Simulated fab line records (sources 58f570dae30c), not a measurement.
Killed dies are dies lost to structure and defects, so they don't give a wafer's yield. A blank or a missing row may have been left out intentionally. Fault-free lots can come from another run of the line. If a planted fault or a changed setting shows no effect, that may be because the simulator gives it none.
Problem report, 8D (eight disciplines) form, completed by code :: flow berkeleyCmos170 :: the parts of the form that need people (team, actions taken, sign-off) are left out

## 1. THE ISSUE
Mean of cdNm at UCB170_M1_CD_MEAS_09: 679.3 nm across 6 wafers in 2 lots; on wafers with no fault it is 700.4 nm (standard deviation 1.6). That puts it -13 standard deviations away from the usual mean.
The step: target cd 700 nm.
First observed at day 8 11:37: wafer L998.1, on cdSem-02. The record holds 42 wafers of 14 lots with a number at this step. Rule for "out", or "out of limits": more than 4 standard deviations from the usual mean. Any other wafer with a number is counted as sound.

## 2. WHAT IT IS, AND WHAT IT ISN'T
question: which readings at this step
is: cdNm
is not: -

question: which lots
is: L998, L999
is not: L104, L106, L107, L108, L109, L111, L113, L115, L992, L993, L994, L995

question: which wafers of those lots
is: all that have a number
is not: -

question: read on which gauges
is: cdSem-02
is not: cdSem-01

question: when
is: from day 8 11:37
is not: up to then (12 sound wafers); but 24 sound wafers of L104, L106, L107, L108, L109, L111, L113, L115 came after

## 3. WHAT RULES OUT EACH SUSPECT
Counting: a tool stays on the suspect list if, at a process step up to the reading, it processed all lots that are out and no sound lot following the first of them.
- the gauge at UCB170_M1_CD_MEAS_09 has been ruled out. All the wafers that are out were read on cdSem-02, but those of them that UCB170_M1_STRIP_13 has rows for are out there too, on other tools.
- lithoTrack-01 at UCB170_M1_COAT_04 (resist thk 900 nm): kept. It processed each lot that is out, first L998 at day 8 10:00, and no sound lot thereafter; up to then, the last sound lot it processed was L995 at day 7 07:00.
Remaining after the count: lithoTrack-01 at UCB170_M1_COAT_04.

## 4. THE CAUSE (what the simulator had put in)
Process parameters drifting: lithoTrack-01 at UCB170_M1_COAT_04, beginning at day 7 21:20. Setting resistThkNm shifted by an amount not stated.
This tool alone remained once counting was done.

## 5. THE CHAIN OF EFFECTS, in route order
Each row: a reading whose mean over the struck wafers that have a number lies more than 3 standard deviations from the usual. Only readings for which the record gives a usual standard deviation are gone through. hours: the time from each lot's start at the first step in this table that gives one to its start at this step, as a median over the lots. sigmas: the change in usual standard deviations.
hours: 0
step: UCB170_M1_CD_MEAS_09
reading: cdNm
usual: 700.4 nm
on struck wafers: 679.3
change: -21.1
sigmas: -13

hours: 0
step: UCB170_M1_STRIP_13
reading: oesProductAu
usual: 0.720 a.u.
on struck wafers: 0.354
change: -0.366
sigmas: -83
Process steps it contains:
- UCB170_M1_STRIP_13: strips in O2.

## 6. WHAT WOULD HAVE CAUGHT IT SOONER
Counted from the fault's start at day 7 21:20, it took 14 hours until the first out-of-limits reading at a measuring or inspecting step in this record, taken at day 8 11:37.
No tool reading at UCB170_M1_COAT_04 that has a usual standard deviation in the record was out on any struck wafer, so an alarm limit of 4 standard deviations on those readings would not have fired.
Among the 2 lots that are out, L999 began UCB170_M1_COAT_04 on lithoTrack-01 after day 8 11:37. A tool hold placed at that time would have kept it from harm.
